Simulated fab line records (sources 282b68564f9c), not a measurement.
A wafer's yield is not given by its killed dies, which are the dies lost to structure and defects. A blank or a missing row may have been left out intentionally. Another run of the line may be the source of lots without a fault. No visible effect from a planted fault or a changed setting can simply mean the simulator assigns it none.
Split-lot trial :: flow rit-cmos :: 5 lots, 23 wafers read, on a route of 202 steps

## SPLIT DETAILS
At RIT_PWELL_IMPLANT_08, the setting energy-kev was moved away from the recipe's 170 on 5 of the 23 wafers read, by -3.9% to +1.6%. The other wafers ran this setting at the recipe's value.

The reading is taken at the split's own step.

## THE READING
In nm, at RIT_PWELL_IMPLANT_08: implant.drp-nm, which is the simulator's own figure and was read by no gauge. The file does not state a usual value for it.

wafer: L075.2
tool, chamber at the split: implanter-04, 0
energy-kev as run: 170
against the recipe: recipe
implant.drp-nm, nm: 102.9
against lot-mates on the recipe: -

wafer: L075.5
tool, chamber at the split: implanter-04, 0
energy-kev as run: 170
against the recipe: recipe
implant.drp-nm, nm: 102.9
against lot-mates on the recipe: -

wafer: L075.6
tool, chamber at the split: implanter-04, 0
energy-kev as run: 170
against the recipe: recipe
implant.drp-nm, nm: 102.9
against lot-mates on the recipe: -

wafer: L077.2
tool, chamber at the split: implanter-04, 0
energy-kev as run: 170
against the recipe: recipe
implant.drp-nm, nm: 102.9
against lot-mates on the recipe: -

wafer: L077.3
tool, chamber at the split: implanter-04, 0
energy-kev as run: 170
against the recipe: recipe
implant.drp-nm, nm: 102.9
against lot-mates on the recipe: -

wafer: L077.6
tool, chamber at the split: implanter-04, 0
energy-kev as run: 170
against the recipe: recipe
implant.drp-nm, nm: 102.9
against lot-mates on the recipe: -

wafer: L077.4
tool, chamber at the split: implanter-04, 0
energy-kev as run: 163.3
against the recipe: -3.9%
implant.drp-nm, nm: 101.4
against lot-mates on the recipe: -1.5

wafer: L077.5
tool, chamber at the split: implanter-04, 0
energy-kev as run: 163.3
against the recipe: -3.9%
implant.drp-nm, nm: 101.4
against lot-mates on the recipe: -1.5

wafer: L078.1
tool, chamber at the split: implanter-04, 0
energy-kev as run: 170
against the recipe: recipe
implant.drp-nm, nm: 102.9
against lot-mates on the recipe: -

wafer: L078.6
tool, chamber at the split: implanter-04, 0
energy-kev as run: 170
against the recipe: recipe
implant.drp-nm, nm: 102.9
against lot-mates on the recipe: -

wafer: L078.3
tool, chamber at the split: implanter-04, 0
energy-kev as run: 172.8
against the recipe: +1.6%
implant.drp-nm, nm: 103.4
against lot-mates on the recipe: +0.5

wafer: L078.4
tool, chamber at the split: implanter-04, 0
energy-kev as run: 172.8
against the recipe: +1.6%
implant.drp-nm, nm: 103.4
against lot-mates on the recipe: +0.5

wafer: L078.5
tool, chamber at the split: implanter-04, 0
energy-kev as run: 172.8
against the recipe: +1.6%
implant.drp-nm, nm: 103.4
against lot-mates on the recipe: +0.5

wafer: L081.1
tool, chamber at the split: implanter-02, 0
energy-kev as run: 170
against the recipe: recipe
implant.drp-nm, nm: 102.9
against lot-mates on the recipe: -

wafer: L081.2
tool, chamber at the split: implanter-02, 0
energy-kev as run: 170
against the recipe: recipe
implant.drp-nm, nm: 102.9
against lot-mates on the recipe: -

wafer: L081.3
tool, chamber at the split: implanter-02, 0
energy-kev as run: 170
against the recipe: recipe
implant.drp-nm, nm: 102.9
against lot-mates on the recipe: -

wafer: L081.4
tool, chamber at the split: implanter-02, 0
energy-kev as run: 170
against the recipe: recipe
implant.drp-nm, nm: 102.9
against lot-mates on the recipe: -

wafer: L081.6
tool, chamber at the split: implanter-02, 0
energy-kev as run: 170
against the recipe: recipe
implant.drp-nm, nm: 102.9
against lot-mates on the recipe: -

wafer: L084.1
tool, chamber at the split: implanter-03, 0
energy-kev as run: 170
against the recipe: recipe
implant.drp-nm, nm: 102.9
against lot-mates on the recipe: -

wafer: L084.2
tool, chamber at the split: implanter-03, 0
energy-kev as run: 170
against the recipe: recipe
implant.drp-nm, nm: 102.9
against lot-mates on the recipe: -

wafer: L084.3
tool, chamber at the split: implanter-03, 0
energy-kev as run: 170
against the recipe: recipe
implant.drp-nm, nm: 102.9
against lot-mates on the recipe: -

wafer: L084.5
tool, chamber at the split: implanter-03, 0
energy-kev as run: 170
against the recipe: recipe
implant.drp-nm, nm: 102.9
against lot-mates on the recipe: -

wafer: L084.6
tool, chamber at the split: implanter-03, 0
energy-kev as run: 170
against the recipe: recipe
implant.drp-nm, nm: 102.9
against lot-mates on the recipe: -

FIT RESULTS
A straight line over all 23 wafers: implant.drp-nm changes by +0.363 nm for each +1% of energy-kev; r = +1.00; the points scatter about the line by 0.038 nm.
The same after taking each lot's own level away (the mean of its wafers on the recipe; 23 wafers): +0.363 nm for each +1%; r = +1.00; scatter 0.038 nm.
On that fit, the largest move of energy-kev shifts the reading by 1.4 nm.
The lots' own levels span 102.90 to 102.90 nm.
So the lot-to-lot level changes the slope little: the two slopes agree.
Check: with one of the wafers moved furthest among these (-3.9%) left out of the fit, the line predicts -1.41 nm for it against its lot-mates. Against them it came out at -1.5 nm.

## FURTHER SPLITS ON THESE WAFERS
Note: prior to the reading, these wafers also went through further splits. Each is held against what the fit with the lots' levels taken away leaves over:
other split on the same wafers: RIT_ACTIVE_CVD_03 sih2cl2-flow-sccm
wafers away from the commonest value: 15
r with implant.drp-nm (lot level and that fit taken away): -0.33

other split on the same wafers: RIT_ACTIVE_EXPOSE_08 dose-mj
wafers away from the commonest value: 9
r with implant.drp-nm (lot level and that fit taken away): -0.13

other split on the same wafers: RIT_NWELL_IMPLANT_08 dose-cm2
wafers away from the commonest value: 10
r with implant.drp-nm (lot level and that fit taken away): -0.12

other split on the same wafers: RIT_PWELL_COAT_01 spin-rpm
wafers away from the commonest value: 6
r with implant.drp-nm (lot level and that fit taken away): +0.49

## THE WHOLE CHAIN: every reading that the file lists as answering this split, in the file's order
step: RIT_PWELL_IMPLANT_08
what it does: 
reading: implant.rp-nm (the simulator's own value, which no gauge read)
change (the file's fit): +3.73 nm for each +1% of the setting
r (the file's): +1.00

step: RIT_PWELL_IMPLANT_08
what it does: 
reading: implant.drp-nm (the simulator's own value, which no gauge read)
change (the file's fit): +0.359 nm for each +1% of the setting
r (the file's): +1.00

## FILE'S OWN FIT
implant.drp-nm changes by +0.359 nm for each +1% of energy-kev, r = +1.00.
